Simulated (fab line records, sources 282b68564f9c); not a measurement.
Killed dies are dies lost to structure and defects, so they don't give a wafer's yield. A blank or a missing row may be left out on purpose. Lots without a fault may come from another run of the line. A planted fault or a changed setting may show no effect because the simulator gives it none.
fab line records | flow rit_cmos
record lots=5 wafers=23
route steps=202 shown PSD@144 SDANNEAL@156 PLDD@159 SILICIDE@162 M1@188
start_h: hours from the record's first day to the start of the lot's first wafer shown | wait_h: hours since the lot's step before | " the same as in the row above | L1.1+2: a row that stands for several wafers | - no value, or no start given | * or withheld: withheld | < > ~ a bound
route shown NAME@n: a module of which the file shows steps, and the number in the route of the first | usual: mean/standard deviation of fault-free wafers | same: alike in all rows | chamber/n: place in a boat | sites: the reading at each site | _std_site: their standard deviation | _edge_site: outer sites' mean less inner sites' | radius_mm: how far each site lies from the wafer's centre | mask NAME#n: copy n | behind: the tool/chamber that last shaped the wafer | hold: why the lot was held/for how many hours/how that ended | device: the transistor (n, p or np) that didn't switch | end of line: the same wafers' tests at the end of the route | a step without rows: its recipe alone | killed: dies lost to structure and defects at the first sort, not the wafer's yield | map: a wafer's dies, x killed, . not, _ none there
set.NAME: the setting as run; set.NAME@STEP: as run at that earlier step | model.NAME: the simulator's own value behind a step, which no gauge read
lots whose settings were changed on purpose; a table a step, a row a wafer
## steps
# step RIT_PSD_SOFTBAKE_02
# recipe resist=NOVOLAK temp_c=90 time_s=60
# columns lot.wafer tool chamber start_h wait_h set.temp_c
L076.1+6 litho_track-04 0 57.67 0.1 90
L076.2+3+5 " 0 " " 86.86
L079.1+2+3+4+6 litho_track-03 0 73.20 0.1 90
L082.1+4 litho_track-04 0 87.66 0.1 90
L082.2+3+6 " 0 " " 92.14
L084.1+4 litho_track-03 0 97.55 0.1 93.04
L084.3+5+6 " 0 " " 90
L085.1+5+6 litho_track-04 0 104.39 0.1 90
# step RIT_PSD_EXPOSE_03
# recipe mask_id=M10 na=0.57 target_cd_nm=40900 dose_mj=250
# step RIT_PSD_PEB_04
# recipe resist=NOVOLAK temp_c=withheld time_s=withheld
# step RIT_PSD_DEVELOP_05
# recipe resist=NOVOLAK develop_time_s=50 dev_temp_c=23
# columns lot.wafer tool chamber start_h wait_h set.temp_c@PSD_SOFTBAKE_02 model.NOVOLAK_of_PSD_COAT_01.thk_nm
L076.1 litho_track-04 0 - - 90 1005
L076.2+3 " 0 " " 86.86 1011
L076.5 " 0 " " 86.86 1012
L076.6 " 0 " " 90 1003
L079.1 litho_track-02 0 - - 90 994.3
L079.2 " 0 " " 90 996.7
L079.3 " 0 " " 90 997.2
L079.4 " 0 " " 90 999.2
L079.6 " 0 " " 90 997.4
L082.1 litho_track-03 0 - - 90 1003
L082.2 " 0 " " 92.14 994.2
L082.3 " 0 " " 92.14 995
L082.4 " 0 " " 90 1001
L082.6 " 0 " " 92.14 996.9
L084.1 litho_track-04 0 - - 93.04 994
L084.3 " 0 " " 90 999
L084.4 " 0 " " 93.04 993.8
L084.5+6 " 0 " " 90 1001
L085.1+6 litho_track-04 0 - - 90 1006
L085.5 " 0 " " 90 1004
# step RIT_SDANNEAL_RTA_03
# recipe temp_c=1050 time_s=5 idle_temp_c=600 ramp_up_c_per_s=342 ramp_down_c_per_s=171 cool_to_c=600 ambient=N2
# columns lot.wafer tool chamber start_h wait_h set.time_s
L076.1+5 rtp_anneal-01 0 59.16 0.0 4.761
L076.2+3+6 " 0 " " 5
L079.1+2+3+4+6 rtp_anneal-01 0 74.82 0.0 5
L082.1+6 rtp_anneal-01 0 89.28 0.0 5.465
L082.2+3+4 " 0 " " 5
L084.1+4+6 rtp_anneal-01 0 99.04 0.0 4.394
L084.3+5 " 0 " " 5
L085.1+5+6 rtp_anneal-01 0 106.01 0.0 5
# step RIT_SDANNEAL_RS_MEAS_04
# recipe thk_meas_gauge=four-point-probe
# usual PSD_RS=115.95/0.28
# columns lot.wafer tool chamber start_h wait_h set.time_s@SDANNEAL_RTA_03 PSD_RS[ohm/sq]
L076.1 film_metro-02 - 59.21 0.0 4.761 116.24
L076.2 " - " " 5 115.87
L076.3 " - " " 5 115.39
L076.5 " - " " 4.761 116.63
L076.6 " - " " 5 115.90
L079.1 film_metro-03 - 74.88 0.0 5 116.56
L079.2 " - " " 5 115.91
L079.3 " - " " 5 116.52
L079.4 " - " " 5 116.02
L079.6 " - " " 5 115.88
L082.1 film_metro-02 - 89.33 0.0 5.465 114.10
L082.2 " - " " 5 115.53
L082.3 " - " " 5 115.86
L082.4 " - " " 5 115.78
L082.6 " - " " 5.465 114.99
L084.1 film_metro-03 - 99.10 0.0 4.394 118.32
L084.3 " - " " 5 115.61
L084.4 " - " " 4.394 117.28
L084.5 " - " " 5 116.23
L084.6 " - " " 4.394 118.36
L085.1 film_metro-03 - 106.06 0.0 5 116.81
L085.5 " - " " 5 116.27
L085.6 " - " " 5 116.15
# step RIT_SDANNEAL_RS_MEAS_06
# recipe thk_meas_gauge=four-point-probe
# usual PLDD_RS=178.8/0.54
# columns lot.wafer tool chamber start_h wait_h set.energy_kev@PLDD_IMPLANT_08 PLDD_RS[ohm/sq]
L076.1 film_metro-02 - 59.45 0.1 20 179.6
L076.2 " - " " 20 178.5
L076.3 " - " " 20 178.5
L076.5 " - " " 20 179.6
L076.6 " - " " 20 178.9
L079.1 film_metro-03 - 75.12 0.1 21.09 175.7
L079.2 " - " " 21.09 175.6
L079.3 " - " " 20 178.9
L079.4 " - " " 20 178.8
L079.6 " - " " 20 179.1
L082.1 film_metro-02 - 89.57 0.1 20 177.0
L082.2 " - " " 19.18 181.4
L082.3 " - " " 20 178.2
L082.4 " - " " 20 178.2
L082.6 " - " " 19.18 180.0
L084.1 film_metro-03 - 99.34 0.1 20.99 177.2
L084.3 " - " " 20 178.6
L084.4 " - " " 20.99 177.5
L084.5 " - " " 20.99 175.6
L084.6 " - " " 20 180.5
L085.1 film_metro-03 - 106.30 0.1 20 179.5
L085.5 " - " " 20 179.2
L085.6 " - " " 20 179.1
# step RIT_SILICIDE_SPUTTER_01
# recipe material=Ti target_thk_nm=30 power_w=350 chamber_pressure_pa=0.667 gas=Ar time_s=240 substrate_temp_c=25
# columns lot.wafer tool chamber start_h wait_h set.time_s model.Ti_of_SILICIDE_SPUTTER_01.thk_nm
L076.1 pvd_sputter-02 - 59.71 0.0 266.7 33.42
L076.2 " - " " 240 30
L076.3 " - " " 266.7 33.09
L076.5 " - " " 266.7 33.62
L076.6 " - " " 240 30.18
L079.1 pvd_sputter-04 - 75.37 0.0 240 29.86
L079.2 " - " " 240 29.64
L079.3 " - " " 250.8 31.34
L079.4 " - " " 250.8 31.27
L079.6 " - " " 240 29.84
L082.1 pvd_sputter-02 - 89.83 0.0 240 29.88
L082.2 " - " " 240 30.11
L082.3 " - " " 240 30.13
L082.4 " - " " 240 29.92
L082.6 " - " " 240 30.07
L084.1 pvd_sputter-02 - 99.59 0.0 250.4 30.73
L084.3 " - " " 250.4 30.74
L084.4 " - " " 250.4 31.21
L084.5 " - " " 240 29.82
L084.6 " - " " 240 29.86
L085.1 pvd_sputter-04 - 106.56 0.0 240 30.07
L085.5 " - " " 240 29.93
L085.6 " - " " 240 29.99
# step RIT_SILICIDE_RS_MEAS_02
# recipe thk_meas_gauge=four-point-probe reads=Ti_of_SILICIDE_SPUTTER_01
# usual SILICIDE_TI_RS=48.2/0.51
# columns lot.wafer tool chamber start_h wait_h set.time_s@SILICIDE_SPUTTER_01 SILICIDE_TI_RS[ohm/sq]
L076.1 film_metro-02 - 59.86 0.1 266.7 41.8
L076.2 " - " " 240 47.9
L076.3 " - " " 266.7 42.4
L076.5 " - " " 266.7 41.5
L076.6 " - " " 240 47.4
L079.1 film_metro-02 - 75.52 0.1 240 48.0
L079.2 " - " " 240 48.5
L079.3 " - " " 250.8 45.3
L079.4 " - " " 250.8 45.5
L079.6 " - " " 240 48.1
L082.1 film_metro-02 - 89.98 0.1 240 48.0
L082.2 " - " " 240 47.6
L082.3 " - " " 240 47.5
L082.4 " - " " 240 48.0
L082.6 " - " " 240 47.7
L084.1 film_metro-02 - 99.74 0.1 250.4 46.4
L084.3 " - " " 250.4 46.4
L084.4 " - " " 250.4 45.6
L084.5 " - " " 240 48.1
L084.6 " - " " 240 48.1
L085.1 film_metro-04 - 106.71 0.1 240 47.7
L085.5 " - " " 240 48.0
L085.6 " - " " 240 48.0
# step RIT_SILICIDE_THK_MEAS_03
# recipe thk_meas_gauge=xrf reads=Ti_of_SILICIDE_SPUTTER_01
# usual SILICIDE_TI_THK=29.62/0.23
# columns lot.wafer tool chamber start_h wait_h set.time_s@SILICIDE_SPUTTER_01 SILICIDE_TI_THK[nm]
L076.1 film_metro-02 - 59.98 0.1 266.7 33.14
L076.2 " - " " 240 29.76
L076.3 " - " " 266.7 32.92
L076.5 " - " " 266.7 33.45
L076.6 " - " " 240 30.00
L079.1 film_metro-02 - 75.64 0.1 240 29.65
L079.2 " - " " 240 29.30
L079.3 " - " " 250.8 30.96
L079.4 " - " " 250.8 30.91
L079.6 " - " " 240 29.52
L082.1 film_metro-02 - 90.10 0.1 240 29.64
L082.2 " - " " 240 29.73
L082.3 " - " " 240 29.75
L082.4 " - " " 240 29.60
L082.6 " - " " 240 29.74
L084.1 film_metro-02 - 99.86 0.1 250.4 30.51
L084.3 " - " " 250.4 30.60
L084.4 " - " " 250.4 30.99
L084.5 " - " " 240 29.68
L084.6 " - " " 240 29.61
L085.1 film_metro-04 - 106.83 0.1 240 30.06
L085.5 " - " " 240 29.88
L085.6 " - " " 240 29.85
# step RIT_M1_COAT_04
# recipe resist=NOVOLAK spin_rpm=2000 resist_thk_nm=1300
# columns lot.wafer tool chamber start_h wait_h set.spin_rpm model.NOVOLAK_of_M1_COAT_04.thk_nm
L076.1+2 litho_track-01 0 63.06 0.1 1911 1330
L076.3 " 0 " " 2000 1300
L076.5 " 0 " " 2000 1299
L076.6 " 0 " " 1911 1332
L079.1 litho_track-03 0 78.80 0.1 2041 1291
L079.2 " 0 " " 2000 1306
L079.3 " 0 " " 2000 1311
L079.4 " 0 " " 2041 1293
L079.6 " 0 " " 2041 1295
L082.1 litho_track-01 0 93.50 0.1 2000 1299
L082.2 " 0 " " 2000 1294
L082.3+6 " 0 " " 2000 1300
L082.4 " 0 " " 2000 1301
L084.1+3 litho_track-01 0 103.09 0.1 2000 1304
L084.4+6 " 0 " " 2000 1305
L084.5 " 0 " " 2000 1306
L085.1 litho_track-03 0 109.93 0.1 2000 1299
L085.5 " 0 " " 2000 1298
L085.6 " 0 " " 2000 1300
# step RIT_M1_SOFTBAKE_05
# recipe resist=NOVOLAK temp_c=90 time_s=60
# step RIT_M1_EXPOSE_06
# recipe mask_id=M12 na=0.6 source_shape=conventional sigma_outer=0.5 target_cd_nm=2600 dose_mj=250
# step RIT_M1_HARDBAKE_11
# recipe resist=NOVOLAK temp_c=140 time_s=120
# columns lot.wafer tool chamber start_h wait_h set.spin_rpm@M1_COAT_04 model.NOVOLAK_of_M1_COAT_04.thk_nm
L076.1 litho_track-01 0 64.07 0.0 1911 1163
L076.2 " 0 " " 1911 1162
L076.3 " 0 " " 2000 1137
L076.5 " 0 " " 2000 1136
L076.6 " 0 " " 1911 1164
L079.1 litho_track-01 0 79.81 0.0 2041 1129
L079.2 " 0 " " 2000 1142
L079.3 " 0 " " 2000 1146
L079.4 " 0 " " 2041 1131
L079.6 " 0 " " 2041 1133
L082.1 litho_track-01 0 94.51 0.0 2000 1136
L082.2 " 0 " " 2000 1131
L082.3+6 " 0 " " 2000 1137
L082.4 " 0 " " 2000 1138
L084.1+3+4+6 litho_track-01 0 104.11 0.0 2000 1141
L084.5 " 0 " " 2000 1142
L085.1+5 litho_track-03 0 111.08 0.2 2000 1136
L085.6 " 0 " " 2000 1137
# step RIT_M1_METAL_ETCH_12
# recipe stop_on=SiO2 chemistry=Cl2/BCl3 target=Al time_s=165 over_etch_frac=0.5 pressure_mtorr=100 target_depth_a=6000 rf_w=250 Cl2_flow_sccm=60 bcl3_flow_sccm=50
# columns lot.wafer tool chamber start_h wait_h set.rf_w set.spin_rpm@M1_COAT_04 model.NOVOLAK_of_M1_COAT_04.thk_nm
L076.1 rie_metal-03 1 64.32 0.2 230.1 1911 861
L076.2 " 0 " " 250 1911 833.5
L076.3 " 0 " " 250 2000 810.4
L076.5 " 1 " " 250 2000 809.7
L076.6 " 0 " " 230.1 1911 862.2
L079.1 rie_metal-03 1 80.06 0.2 250 2041 802.1
L079.2 " 0 " " 269.2 2000 784.2
L079.3 " 0 " " 250 2000 814
L079.4 " 1 " " 250 2041 803.3
L079.6 " 0 " " 269.2 2041 777.1
L082.1 rie_metal-03 1 94.76 0.2 250 2000 811.3
L082.2 " 0 " " 250 2000 803.5
L082.3 " 1 " " 250 2000 812.1
L082.4 " 0 " " 250 2000 805.5
L082.6 " 0 " " 250 2000 805.3
L084.1 rie_metal-04 1 104.36 0.2 269.1 2000 785.8
L084.3 " 0 " " 250 2000 809.2
L084.4 " 1 " " 269.1 2000 787
L084.5 " 1 " " 269.1 2000 784.8
L084.6 " 0 " " 250 2000 809.1
L085.1 rie_metal-03 0 111.33 0.2 250 2000 801.6
L085.5 " 0 " " 250 2000 802.4
L085.6 " 1 " " 250 2000 808.4
## key
split step=RIT_PSD_SOFTBAKE_02 setting=temp_c stated=90 by=wafer
response step=RIT_PSD_DEVELOP_05 reading=model.NOVOLAK_of_PSD_COAT_01.thk_nm change=-2.19 per=1% r=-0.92
split step=RIT_SDANNEAL_RTA_03 setting=time_s stated=5 by=wafer
response step=RIT_SDANNEAL_RS_MEAS_04 reading=PSD_RS change=-0.154 per=1% r=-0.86
split step=RIT_SILICIDE_SPUTTER_01 setting=time_s stated=240 by=wafer
response step=RIT_SILICIDE_SPUTTER_01 reading=model.Ti_of_SILICIDE_SPUTTER_01.thk_nm change=+0.295 per=1% r=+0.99
response step=RIT_SILICIDE_RS_MEAS_02 reading=SILICIDE_TI_RS change=-0.525 per=1% r=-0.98
response step=RIT_SILICIDE_THK_MEAS_03 reading=SILICIDE_TI_THK change=+0.293 per=1% r=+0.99
split step=RIT_M1_COAT_04 setting=spin_rpm stated=2000 by=wafer
response step=RIT_M1_COAT_04 reading=model.NOVOLAK_of_M1_COAT_04.thk_nm change=-7.12 per=1% r=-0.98
response step=RIT_M1_HARDBAKE_11 reading=model.NOVOLAK_of_M1_COAT_04.thk_nm change=-6.13 per=1% r=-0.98
response step=RIT_M1_METAL_ETCH_12 reading=model.NOVOLAK_of_M1_COAT_04.thk_nm slope=-5.27 per=1% together_with=rf_w@M1_METAL_ETCH_12 explained=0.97
split step=RIT_M1_METAL_ETCH_12 setting=rf_w stated=250 by=wafer
response step=RIT_M1_METAL_ETCH_12 reading=model.NOVOLAK_of_M1_COAT_04.thk_nm change=-4.01 per=1% r=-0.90
split outside_this_file step=RIT_PLDD_IMPLANT_08 setting=energy_kev
# split outside_this_file: this setting was split too, and the file shows its column; the key of that split is in another file
